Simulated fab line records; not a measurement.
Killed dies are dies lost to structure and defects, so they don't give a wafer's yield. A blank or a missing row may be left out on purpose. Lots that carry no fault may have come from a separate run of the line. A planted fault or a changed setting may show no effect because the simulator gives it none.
Which tool is to blame?    flow ritCmos    Sampling: 7 lots, 21 wafers, 2 of 202 route steps

WHAT THE GAUGES SHOWED, per wafer
RIT_PLDD_TW_MEAS_10.
lot   measured     on            PLDD_TW
L118  day 3 09:10  filmMetro-01  2337 2331 2331
L120  day 3 20:00  filmMetro-03  2336 2347 2343
L122  day 4 03:49  filmMetro-01  2348 2360 2367
L126  day 5 04:08  filmMetro-03  30 30 30 30 30 30
L130  day 5 16:37  filmMetro-03  30 30 30 30 30 30
L134  day 6 16:28  filmMetro-03  2356 2354 2346
L137  day 7 05:12  filmMetro-02  2367 2357 2343

WHAT TOOL EACH LOT RAN ON (gives the tool, then ch and the chambers of the sampled wafers, and finally the start)
lot   RIT_PLDD_DEVELOP_05
L118  lithoTrack-01 ch 0, day 3 08:00
L120  lithoTrack-03 ch 0, day 3 19:00
L122  lithoTrack-01 ch 0, day 4 03:00
L126  lithoTrack-01 ch 0, day 5 03:00
L130  lithoTrack-01 ch 0, day 5 15:00
L134  lithoTrack-03 ch 0, day 6 15:00
L137  lithoTrack-04 ch 0, day 7 04:00
- RIT_PLDD_DEVELOP_05: develop time 50 s.

THE ANSWER, worked out from the rows above alone
Rule: the lots themselves supply what counts as usual. The widest of any qualifying gaps counts: lots, ordered by their means at a reading, are off when they make up no more than a third of the lots, leave a main group of 4 or more, and stand apart from it by 3 or more times the standard deviation of that group's means. A main group whose means are all the same, to the digits that the tables above print for the reading, isn't used. Also off: a lot with no number at a reading for which 4 or more lots have one. All remaining lots with rows at the step are treated as sound.
Off: L126, L130, at RIT_PLDD_TW_MEAS_10 (PLDD_TW). Main group: mean 2348, sd 9.4.
If a tool, at a process step before that reading, ran all the lots that are off and no sound lot after the first of them, it fits. Those tools and the gauges at RIT_PLDD_TW_MEAS_10 are tried in the same way. One fits: RIT_PLDD_DEVELOP_05 on lithoTrack-01. Its last sound lot is L122 (day 4 03:00), its first lot that is off L126 (day 5 03:00): a fault that began between those two fits.

WHAT HAD BEEN PUT IN BY THE SIMULATOR
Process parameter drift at RIT_PLDD_DEVELOP_05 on lithoTrack-01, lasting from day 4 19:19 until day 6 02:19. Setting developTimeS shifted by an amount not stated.
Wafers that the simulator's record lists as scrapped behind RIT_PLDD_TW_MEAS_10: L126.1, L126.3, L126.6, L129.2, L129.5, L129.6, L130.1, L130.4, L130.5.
Lots struck among those shown: L126, L130. The rule given above showed the same thing.
